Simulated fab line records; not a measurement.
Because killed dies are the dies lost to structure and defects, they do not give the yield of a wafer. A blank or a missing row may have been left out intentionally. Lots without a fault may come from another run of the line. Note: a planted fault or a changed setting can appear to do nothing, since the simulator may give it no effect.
What tool caused it?	flow berkeley cmos170	13 lots, 39 wafers sampled, at 4 steps of a route of 331

WHAT EACH GAUGE READ, for each wafer
UCB170_M2_OVL_MEAS_16. Usual: M2_OVL typically reads -3 nm, with standard deviation 4.7.
lot	measured	on	M2_OVL (nm)	flag
L858	day 8 11:28	overlay-01	-6 -1 -4	
L861	day 9 00:19	overlay-02	-6 -4 -2	
L862	day 9 09:49	overlay-02	-7 -11 -8	
L864	day 9 18:49	overlay-02	-1 1 -13	
L865	day 9 20:41	overlay-02	3 0 -4	
L868	day 10 08:41	overlay-01	-5 -11 -4	
L869	day 10 09:41	overlay-02	-9 -10 -2	
L867	day 10 11:46	overlay-02	-10 -5 -2	
L871	day 11 08:58	overlay-01	1 -6 -3	
L878	day 12 11:03	overlay-01	-3 5 0	
L881	day 13 07:41	overlay-02	-1 -8 -8	
L879	day 13 09:59	overlay-01	7 -5 1	
L880	day 13 11:56	overlay-02	-5 -4 -13	

UCB170_V2_THK_MEAS_01. Usual: V2_TEOS_THK typically reads 1998 nm, with standard deviation 25.
lot	measured	on	V2_TEOS_THK (nm)	flag
L858	day 8 12:06	film metro-04	2020 1978 2029	
L861	day 9 01:04	film metro-04	1979 1990 2006	
L862	day 9 10:32	film metro-04	1959 2011 2010	
L864	day 9 19:27	film metro-01	1978 1967 2022	
L865	day 9 21:39	film metro-01	1997 2011 2014	
L868	day 10 09:19	film metro-02	2013 2004 1991	
L869	day 10 10:20	film metro-02	1970 1983 1985	
L867	day 10 12:24	film metro-04	1982 2002 2028	
L871	day 11 09:48	film metro-04	2017 2044 2021	
L878	day 12 11:53	film metro-02	1970 1962 2003	
L881	day 13 08:19	film metro-02	1956 1975 2001	
L879	day 13 10:38	film metro-04	1984 2022 1991	
L880	day 13 12:35	film metro-04	1968 1996 1997	

UCB170_M3_THK_MEAS_03: measures by xrf. Usual: M3_AL_THK typically reads 884 nm, with standard deviation 8.3.
lot	measured	on	M3_AL_THK (nm)	flag
L858	day 8 15:25	film metro-03	894 908 907	
L861	day 9 04:20	film metro-02	881 879 876	
L862	day 9 12:55	film metro-01	882 885 885	
L864	day 9 22:08	film metro-03	900 891 891	
L865	day 10 00:03	film metro-03	876 885 889	
L868	day 10 11:49	film metro-01	888 881 890	
L869	day 10 13:19	film metro-01	888 890 880	
L867	day 10 15:11	film metro-02	879 889 881	
L871	day 11 12:11	film metro-03	883 888 889	
L878	day 12 14:16	film metro-03	889 884 882	
L881	day 13 10:44	film metro-01	860 871 867	
L879	day 13 13:19	film metro-03	874 871 878	
L880	day 13 15:15	film metro-01	880 874 874	

WHICH TOOL RAN EACH LOT (tool, then ch and the chambers of the sampled wafers, then the start)
lot	UCB170_V2_STRIP_15
L858	plasma asher-02 ch 0,1, day 8 14:56
L861	plasma asher-03 ch 0,1, day 9 03:50
L862	plasma asher-04 ch 0,1, day 9 12:26
L864	plasma asher-03 ch 0,1, day 9 21:39
L865	plasma asher-03 ch 0,1, day 9 23:34
L868	plasma asher-02 ch 0,1, day 10 11:19
L869	plasma asher-03 ch 0,1, day 10 12:49
L867	plasma asher-04 ch 0,1, day 10 14:40
L871	plasma asher-03 ch 0,1, day 11 11:43
L878	plasma asher-02 ch 0,1, day 12 13:46
L881	plasma asher-02 ch 1, day 13 10:14
L879	plasma asher-02 ch 0,1, day 13 12:49
L880	plasma asher-03 ch 0,1, day 13 14:46
- UCB170_V2_STRIP_15: strips in O2.

AS READ BY THE TOOLS THEMSELVES (means over the sampled wafers that have a number; for cases with no such wafer, the mark the record gives instead)
UCB170_V2_STRIP_15. Usual: drypump motor current A 5.8 A, standard deviation 0.57; o2 flow sccm 400.2 sccm, standard deviation 1.1; oes product au 0.722 a.u., standard deviation 0.0046; strip time to endpoint s 15.32 s, standard deviation 0.095.
lot	tool	drypump motor current A (A)	o2 flow sccm (sccm)	oes product au (a.u.)	strip time to endpoint s (s)	flag
L858	plasma asher-02	5.1	399.4	0.723	15.31	
L861	plasma asher-03	6.0	401.0	0.721	15.33	
L862	plasma asher-04	6.4	400.9	0.714	15.32	
L864	plasma asher-03	6.0	398.9	0.723	15.40	
L865	plasma asher-03	6.0	399.8	0.723	15.34	
L868	plasma asher-02	5.6	399.9	0.725	15.35	
L869	plasma asher-03	6.0	400.8	0.722	15.23	
L867	plasma asher-04	6.4	399.9	0.721	15.29	
L871	plasma asher-03	6.0	373.5	0.714	15.42	OFF
L878	plasma asher-02	5.5	400.0	0.720	15.36	
L881	plasma asher-02	4.6	400.0	0.719	15.30	
L879	plasma asher-02	5.5	399.7	0.721	15.29	
L880	plasma asher-03	6.0	400.8	0.721	15.32	

THE ANSWER, worked out from the rows above alone
Rule: a lot counts as off when the mean over its wafers that have a number is more than 3 standard deviations away from the usual mean. Also off: a lot with no number at a reading for which 4 or more lots have one. Any other lot the step has rows for is counted as sound. Order of review: gauges by route order, followed by the tools' own readings, for which a lot's mean as printed above is used. The first step at which some lot is off is used, and at that step the reading that is off furthest; a lot without a number counts as furthest.
Off, at UCB170_V2_STRIP_15 on o2 flow sccm: L871.
A tool fits if, at that step or a process step before it, it ran every lot that is off, and no sound lot after the first of them. Of those tried, none fits.

WHAT THE SIMULATOR HAD INSERTED
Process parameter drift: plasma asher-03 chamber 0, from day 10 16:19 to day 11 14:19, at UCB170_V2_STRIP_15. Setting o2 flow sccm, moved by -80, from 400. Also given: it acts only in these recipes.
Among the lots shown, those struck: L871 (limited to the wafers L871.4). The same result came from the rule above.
